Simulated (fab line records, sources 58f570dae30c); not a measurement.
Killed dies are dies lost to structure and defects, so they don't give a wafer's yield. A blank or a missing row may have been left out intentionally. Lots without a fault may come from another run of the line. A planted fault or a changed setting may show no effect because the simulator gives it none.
Struck lot and sound lot, side by side | flow berkeley-cmos170 | 17 steps out of a route of 331
Sound: wafers L851.2, L851.3, L851.4. Struck: wafers L857.2, L857.5. (L857.1 of the same lot was not struck and is left out.) The cause comes at the end.
Order at every step that has rows: each side's tool, ch and its chambers, its first start. Under that, the readings that differ: sound wafers | struck wafers | difference of the means | sigmas: that difference in standard deviations of wafers without a fault.
alike: a reading whose means differ by less than 2 such deviations, as well as words and numbers matching on both sides. not compared: withheld readings; readings where some wafer has no value; bounds like >300 that might hide an equal value; numbers whose values overlap and for which the record gives no deviation.
Wherever a step has rows on one side only, a row that says differs or no value, or a row with sigmas, the two part there. When numbers do not overlap yet have no deviation, they are printed without sigmas and do not part them. A reading missing from all wafers of one side parts the sides only when that side holds two or more wafers.

first, 1 step without rows for these wafers: UCB170_M3_SOFTBAKE_06 (time 60 s).
UCB170_M3_STRIP_07: strips in O2.
  sound on plasma-asher-01 ch 0,1, day 7 16:23; struck on plasma-asher-01 ch 0, day 8 15:47
  alike: drypump-motor-current-A, oes-product-au, strip-time-to-endpoint-s
  not compared: rf-hours-counter-h
then, 7 steps without rows for these wafers: UCB170_M3_STRIP_08 (strips KrF in DMSO, time 600 s); UCB170_M3_COAT_09; UCB170_M3_COAT_10 (resist thk 900 nm); UCB170_M3_SOFTBAKE_11 (time 60 s); UCB170_M3_EXPOSE_12 (exposes mask METAL3, target cd 700 nm); UCB170_M3_PEB_13; UCB170_M3_DEVELOP_14 (develop time 45 s).
UCB170_M3_CD_MEAS_15 targets a cd of 700 nm.
  sound on cd-sem-02 at day 7 18:16; struck on cd-sem-02 at day 8 17:09
  alike: cd-nm
UCB170_M3_OVL_MEAS_16:
  sound on overlay-02 at day 7 18:23; struck on overlay-01 at day 8 17:16
  alike: M3_OVL
UCB170_M3_ETCH_17: etches BARC in N2/H2.
  sound on rie-diel-02 ch 0,1,3, day 7 18:25; struck on rie-diel-03 ch 1,2, day 8 17:19
  alike: drypump-motor-current-A, oes-product-au, throttle-valve-pct
UCB170_M3_METAL_ETCH_18: etches Al in Cl2/BCl3, stops on SiO2, target depth 1170 nm, time 195 s.
  sound on rie-metal-01 ch 0,1, day 7 18:27; struck on rie-metal-02 ch 0, day 8 17:21
  reading                             | sound             | struck      | difference | sigmas
  oes-product-au (a.u.)               | 0.854 0.876 0.853 | 0.812 0.808 | -0.051     | -4
  model.KrF_of_M3_COAT_10.thk-nm (nm) | 194 193.2 198.2   | 416.5 416.4 | +221.3     |
  model.M3.feature-depth-nm (nm)      | 989.1 984.8 972.3 | 820.3 822.9 | -160.5     |
  model.etch.depth-nm (nm)            | 930.8 926.4 914   | 820.3 822.9 | -102.1     |
  alike: bcl3-flow-sccm, drypump-motor-current-A, throttle-valve-pct
  not compared: rf-hours-counter-h
UCB170_M3_STRIP_19: strips in O2.
  sound on plasma-asher-04 ch 0,1, day 7 18:38; struck on plasma-asher-01 ch 1, day 8 17:32
  reading               | sound             | struck      | difference | sigmas
  oes-product-au (a.u.) | 0.527 0.524 0.533 | 0.720 0.727 | +0.196     | +12
  alike: drypump-motor-current-A
  not compared: rf-hours-counter-h
UCB170_M3_CD_MEAS_90 targets a cd of 700 nm.
  sound on cd-sem-02 at day 7 18:46; struck on cd-sem-02 at day 8 17:38
  reading    | sound       | struck  | difference | sigmas
  cd-nm (nm) | 700 705 697 | 712 712 | +11        | +3
UCB170_M3_BOW_MEAS_20:
  sound on film-metro-04 at day 7 18:53; struck on film-metro-02 at day 8 17:46
  alike: M3_BOW
UCB170_M3_PROBE_99:
  sound on prober-01 at day 7 19:02; struck on prober-01 at day 8 17:56
  reading                           | sound | struck | difference | sigmas
  model.etest.antenna-m2.short      | 0 0 0 | 1 1    | +1         |
  model.etest.antenna-m2.over-limit | 0 0 0 | 1 1    | +1         |
  model.etest.antenna-m3.short      | 0 0 0 | 1 1    | +1         |
  model.etest.antenna-m3.over-limit | 0 0 0 | 1 1    | +1         |

## WHERE THEY PART
Earliest at UCB170_M3_METAL_ETCH_18; latest, in this record, at UCB170_M3_CD_MEAS_90. Later steps at which nothing parts them and some readings are alike: UCB170_M3_BOW_MEAS_20.

WHY: whatever the simulator had introduced
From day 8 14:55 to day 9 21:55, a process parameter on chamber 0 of rie-metal-02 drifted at UCB170_M3_METAL_ETCH_18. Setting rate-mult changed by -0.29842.
